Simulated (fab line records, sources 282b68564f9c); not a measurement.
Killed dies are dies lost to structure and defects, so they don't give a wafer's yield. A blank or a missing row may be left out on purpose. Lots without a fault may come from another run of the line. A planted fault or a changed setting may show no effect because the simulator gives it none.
Chamber matching | flow rit_cmos | RIT_CONTACT_CLEAN_13 on wet_bench-03: 3 sister chambers
The step cleans in SC1, time 600 s. 14 wafers are shown with their chamber, then 4 later ones without.

WAFERS WITH THEIR CHAMBER
wafer  | chamber | bath_heat_duty_pct (%) | bath_guard_temp_C (C)
L816.1 | 2       | 17.3                   | 75.0
L816.2 | 2       | 15.5                   | 75.3
L816.5 | 2       | 16.7                   | 74.7
L817.3 | 0       | 15.5                   | 75.2
L817.4 | 0       | 15.7                   | 75.6
L817.6 | 0       | 16.5                   | 75.4
L820.1 | 1       | 17.3                   | 75.1
L820.2 | 1       | 17.5                   | 75.0
L820.6 | 1       | 16.9                   | 74.9
L823.3 | 1       | 17.7                   | 75.2
L823.5 | 1       | 17.1                   | 74.9
L823.6 | 1       | 16.9                   | 74.5
L829.1 | 2       | 15.9                   | 75.0
L829.3 | 2       | 16.2                   | 75.0

SIGNATURES (means of the wafers above)
reading            | chamber 0 | chamber 1 | chamber 2 | scatter within a chamber
bath_heat_duty_pct | 15.900    | 17.233    | 16.320    | 0.528
bath_guard_temp_C  | 75.400    | 74.933    | 75.000    | 0.224
Rule: a wafer's distance from a chamber is the root of the sum, over the readings, of the square of ((its reading less the chamber's mean) divided by the reading's scatter). The wafer belongs to the nearest chamber; if the next one is less than 2 further off, it can't be placed. The scatter: the root of (the sum of the squares of (reading less its chamber's mean) over the shown wafers, divided by (wafers less chambers)).

WAFERS WITHOUT THEIR CHAMBER
wafer  | bath_heat_duty_pct (%) | bath_guard_temp_C (C)
L829.5 | 16.3                   | 75.0
L835.2 | 15.2                   | 74.7
L835.3 | 16.1                   | 75.3
L835.4 | 15.1                   | 74.8

WHICH CHAMBER EACH WENT THROUGH
wafer  | from the rows above          | in truth
L829.5 | can't be placed: 2 or 1 or 0 | 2
L835.2 | can't be placed: 2 or 0 or 1 | 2
L835.3 | can't be placed: 0 or 2      | 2
L835.4 | can't be placed: 2 or 0 or 1 | 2
Placed correctly: 0 of 4. Can't be placed from these rows: 4 (the true chamber is among the candidates in 4). Placed wrongly: 0.
